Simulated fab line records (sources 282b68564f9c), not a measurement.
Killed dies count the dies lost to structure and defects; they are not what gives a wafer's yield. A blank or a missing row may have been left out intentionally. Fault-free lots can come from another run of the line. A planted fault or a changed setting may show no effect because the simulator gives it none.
One fault through the eyes of 2 desks | flow rit_cmos | each desk holds nothing but its own numbers, with what lay behind them at the end

== FROM THE METROLOGY DESK ==
Means of the sampled wafers that have a number, per lot and without regard to the tool the lot ran on: this is what the gauges read. A lot is out of limits, marked OUT, if its mean lies more than 4 standard deviations from the usual mean; the brackets give that distance.
Columns: A = M1_AL_RS at RIT_M1_RS_MEAS_01, usual 0.0735 ohm/sq; B = M1_AL_THK at RIT_M1_THK_MEAS_02, usual 394 nm; C = cd_nm at RIT_M1_CD_MEAS_09, usual 2600.4 nm; D = M1_OVL at RIT_M1_OVL_MEAS_10, usual 0.6 nm; E = cd_nm at RIT_M1_CD_MEAS_90, usual 2600.4 nm
lot  | first seen here | A      | B   | C      | D    | E
L525 | day 3 20:22     | 0.0736 | 393 | 2601.7 | 1.6  | 2599.2
L527 | day 3 23:31     | 0.0733 | 396 | 2599.2 | 2.6  | 2598.7
L532 | day 5 03:01     | 0.0734 | 398 | 2600.3 | 1.0  | 2599.3
L533 | day 5 09:28     | 0.0740 | 391 | 2602.0 | -2.2 | 2595.7
L539 | day 6 11:36     | 0.0738 | 396 | 2602.0 | 1.8  | 2601.8
This desk found nothing out of limits on any of the 5 lots.

== TOOL OWNER'S DESK, rie_metal-03 ==
The tool's own readings at RIT_M1_METAL_ETCH_12 (etches Al in Cl2/BCl3, stops on SiO2, time 165 s, target depth 600 nm): means of the sampled wafers that have a number, for each lot that ran on this tool. A lot is out of limits, marked OUT, if its mean lies more than 4 standard deviations from the usual mean; the brackets give that distance.
Columns: A = drypump_motor_current_A at RIT_M1_METAL_ETCH_12, usual 5.9 A; B = oes_product_au at RIT_M1_METAL_ETCH_12, usual 0.781 a.u.; C = rf_fwd_power_W at RIT_M1_METAL_ETCH_12, usual 249.0 W; D = run_length_s at RIT_M1_METAL_ETCH_12, usual 193.0 s; E = throttle_valve_pct at RIT_M1_METAL_ETCH_12, usual 8.22 %
lot  | first seen here | A   | B     | C     | D               | E
L525 | day 3 22:17     | 6.0 | 0.808 | 248.4 | 193.0           | 8.21
L533 | day 5 10:55     | 5.8 | 0.733 | 248.6 | 223.7 (+52) OUT | 8.20
This desk finds L533 out of limits, L533 being first, at day 5 10:55 (run_length_s at RIT_M1_METAL_ETCH_12). L525 stayed within limits.

== PUT TOGETHER ==
The tool owner's desk had the chance to raise an alarm at day 5 10:55 on L533.
The metrology desk saw nothing out of limits.
The metrology desk holds a record of L533, inside its limits.
On rie_metal-03, each named lot ran RIT_M1_METAL_ETCH_12.

== WHAT THE SIMULATOR HAD PUT IN ==
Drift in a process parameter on rie_metal-03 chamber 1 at RIT_M1_METAL_ETCH_12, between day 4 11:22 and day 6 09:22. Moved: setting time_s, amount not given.
Lots struck among those shown: L533.
Time in hours from fault onset to the first out-of-limits reading at each desk: the tool owner's desk, 24.
